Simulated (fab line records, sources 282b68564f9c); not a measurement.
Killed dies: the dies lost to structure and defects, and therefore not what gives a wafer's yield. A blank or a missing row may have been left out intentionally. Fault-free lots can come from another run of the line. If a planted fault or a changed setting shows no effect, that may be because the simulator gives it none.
Split-lot experiment || flow rit cmos || on a route of 202 steps: 5 lots, 23 wafers read

THE SPLIT
At RIT_PRETRO_IMPLANT_08, the setting dose cm2 was moved away from the recipe's 1.2e+13 on 8 of the 23 wafers read, by -7.5% to +6.6%. For the rest of the wafers, this setting stayed at what the recipe calls for.

BETWEEN THE SPLIT AND THE READING: the file shows 1 step in between
- RIT_PRETRO_STRIP_09: strips in O2, time 180 s

THE READING
PRETRO_TW, at RIT_PRETRO_TW_MEAS_10. A value of 474 with a standard deviation of 3.1 is what fault-free wafers of this fab line usually give.

{"wafer": "L075.1", "tool, chamber at the split": "implanter-02, 0", "dose cm2 as run": 1.115e+13, "against the recipe": "-7.1%", "PRETRO_TW": 461, "against lot-mates on the recipe": -11}
{"wafer": "L075.3", "tool, chamber at the split": "implanter-02, 0", "dose cm2 as run": 1.2e+13, "against the recipe": "recipe", "PRETRO_TW": 473, "against lot-mates on the recipe": "-"}
{"wafer": "L075.4", "tool, chamber at the split": "implanter-02, 0", "dose cm2 as run": 1.2e+13, "against the recipe": "recipe", "PRETRO_TW": 471, "against lot-mates on the recipe": "-"}
{"wafer": "L075.5", "tool, chamber at the split": "implanter-02, 0", "dose cm2 as run": 1.2e+13, "against the recipe": "recipe", "PRETRO_TW": 472, "against lot-mates on the recipe": "-"}
{"wafer": "L075.6", "tool, chamber at the split": "implanter-02, 0", "dose cm2 as run": 1.115e+13, "against the recipe": "-7.1%", "PRETRO_TW": 458, "against lot-mates on the recipe": -14}
{"wafer": "L076.1", "tool, chamber at the split": "implanter-02, 0", "dose cm2 as run": 1.2e+13, "against the recipe": "recipe", "PRETRO_TW": 476, "against lot-mates on the recipe": "-"}
{"wafer": "L076.2", "tool, chamber at the split": "implanter-02, 0", "dose cm2 as run": 1.237e+13, "against the recipe": "+3.1%", "PRETRO_TW": 479, "against lot-mates on the recipe": "+5"}
{"wafer": "L076.3", "tool, chamber at the split": "implanter-02, 0", "dose cm2 as run": 1.2e+13, "against the recipe": "recipe", "PRETRO_TW": 473, "against lot-mates on the recipe": "-"}
{"wafer": "L076.4", "tool, chamber at the split": "implanter-02, 0", "dose cm2 as run": 1.2e+13, "against the recipe": "recipe", "PRETRO_TW": 474, "against lot-mates on the recipe": "-"}
{"wafer": "L076.5", "tool, chamber at the split": "implanter-02, 0", "dose cm2 as run": 1.237e+13, "against the recipe": "+3.1%", "PRETRO_TW": 480, "against lot-mates on the recipe": "+6"}
{"wafer": "L077.1", "tool, chamber at the split": "implanter-01, 0", "dose cm2 as run": 1.2e+13, "against the recipe": "recipe", "PRETRO_TW": 473, "against lot-mates on the recipe": "-"}
{"wafer": "L077.2", "tool, chamber at the split": "implanter-01, 0", "dose cm2 as run": 1.2e+13, "against the recipe": "recipe", "PRETRO_TW": 473, "against lot-mates on the recipe": "-"}
{"wafer": "L077.3", "tool, chamber at the split": "implanter-01, 0", "dose cm2 as run": 1.11e+13, "against the recipe": "-7.5%", "PRETRO_TW": 464, "against lot-mates on the recipe": -9}
{"wafer": "L077.5", "tool, chamber at the split": "implanter-01, 0", "dose cm2 as run": 1.11e+13, "against the recipe": "-7.5%", "PRETRO_TW": 464, "against lot-mates on the recipe": -9}
{"wafer": "L077.6", "tool, chamber at the split": "implanter-01, 0", "dose cm2 as run": 1.2e+13, "against the recipe": "recipe", "PRETRO_TW": 473, "against lot-mates on the recipe": "-"}
{"wafer": "L082.2", "tool, chamber at the split": "implanter-01, 0", "dose cm2 as run": 1.2e+13, "against the recipe": "recipe", "PRETRO_TW": 480, "against lot-mates on the recipe": "-"}
{"wafer": "L082.5", "tool, chamber at the split": "implanter-01, 0", "dose cm2 as run": 1.2e+13, "against the recipe": "recipe", "PRETRO_TW": 475, "against lot-mates on the recipe": "-"}
{"wafer": "L082.6", "tool, chamber at the split": "implanter-01, 0", "dose cm2 as run": 1.2e+13, "against the recipe": "recipe", "PRETRO_TW": 477, "against lot-mates on the recipe": "-"}
{"wafer": "L085.1", "tool, chamber at the split": "implanter-02, 0", "dose cm2 as run": 1.279e+13, "against the recipe": "+6.6%", "PRETRO_TW": 484, "against lot-mates on the recipe": "+9"}
{"wafer": "L085.2", "tool, chamber at the split": "implanter-02, 0", "dose cm2 as run": 1.2e+13, "against the recipe": "recipe", "PRETRO_TW": 476, "against lot-mates on the recipe": "-"}
{"wafer": "L085.4", "tool, chamber at the split": "implanter-02, 0", "dose cm2 as run": 1.2e+13, "against the recipe": "recipe", "PRETRO_TW": 474, "against lot-mates on the recipe": "-"}
{"wafer": "L085.5", "tool, chamber at the split": "implanter-02, 0", "dose cm2 as run": 1.279e+13, "against the recipe": "+6.6%", "PRETRO_TW": 486, "against lot-mates on the recipe": "+11"}
{"wafer": "L085.6", "tool, chamber at the split": "implanter-02, 0", "dose cm2 as run": 1.2e+13, "against the recipe": "recipe", "PRETRO_TW": 476, "against lot-mates on the recipe": "-"}

FIT RESULTS
A straight line over all 23 wafers: PRETRO_TW changes by +1.69 for each +1% of dose cm2; r = +0.94; the points scatter about the line by 2.3.
The same after taking each lot's own level away (the mean of its wafers on the recipe; 23 wafers): +1.48 for each +1%; r = +0.97; scatter 1.5.
The reading moves by 11 for the largest change in dose cm2, on that fit.
Measured against the standard deviation above, the lots' own levels, which go from 472.0 to 477.3, span 1.7 times it.
So the slope is not independent of the lot-to-lot level: the two fits are not the same.
Check: with one of the wafers moved furthest among these (-7.5%) left out of the fit, the line predicts -11.6 for it against its lot-mates. Against them it came out at -9.

FURTHER SPLITS ON THESE WAFERS
Note: prior to the reading, these wafers also went through further splits. Each is held against what the fit with the lots' levels taken away leaves over:
{"other split on the same wafers": "RIT_ACTIVE_COAT_06 resist thk nm", "wafers away from the commonest value": 8, "r with PRETRO_TW (lot level and that fit taken away)": "+0.09"}
{"other split on the same wafers": "RIT_FOX1_OXIDATION_00 temp c", "wafers away from the commonest value": 15, "r with PRETRO_TW (lot level and that fit taken away)": "+0.33"}
{"other split on the same wafers": "RIT_NWELL_COAT_01 spin rpm", "wafers away from the commonest value": 10, "r with PRETRO_TW (lot level and that fit taken away)": -0.24}
{"other split on the same wafers": "RIT_NWELL_HARDBAKE_07 temp c", "wafers away from the commonest value": 12, "r with PRETRO_TW (lot level and that fit taken away)": "+0.10"}
{"other split on the same wafers": "RIT_NWELL_IMPLANT_08 energy kev", "wafers away from the commonest value": 6, "r with PRETRO_TW (lot level and that fit taken away)": "+0.06"}
{"other split on the same wafers": "RIT_NRETRO_IMPLANT_08 energy kev", "wafers away from the commonest value": 8, "r with PRETRO_TW (lot level and that fit taken away)": -0.11}
{"other split on the same wafers": "RIT_PRETRO_COAT_01 spin rpm", "wafers away from the commonest value": 9, "r with PRETRO_TW (lot level and that fit taken away)": "+0.20"}

THE FILE'S OWN FIT
PRETRO_TW changes by +1.5 for each +1% of dose cm2, r = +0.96.
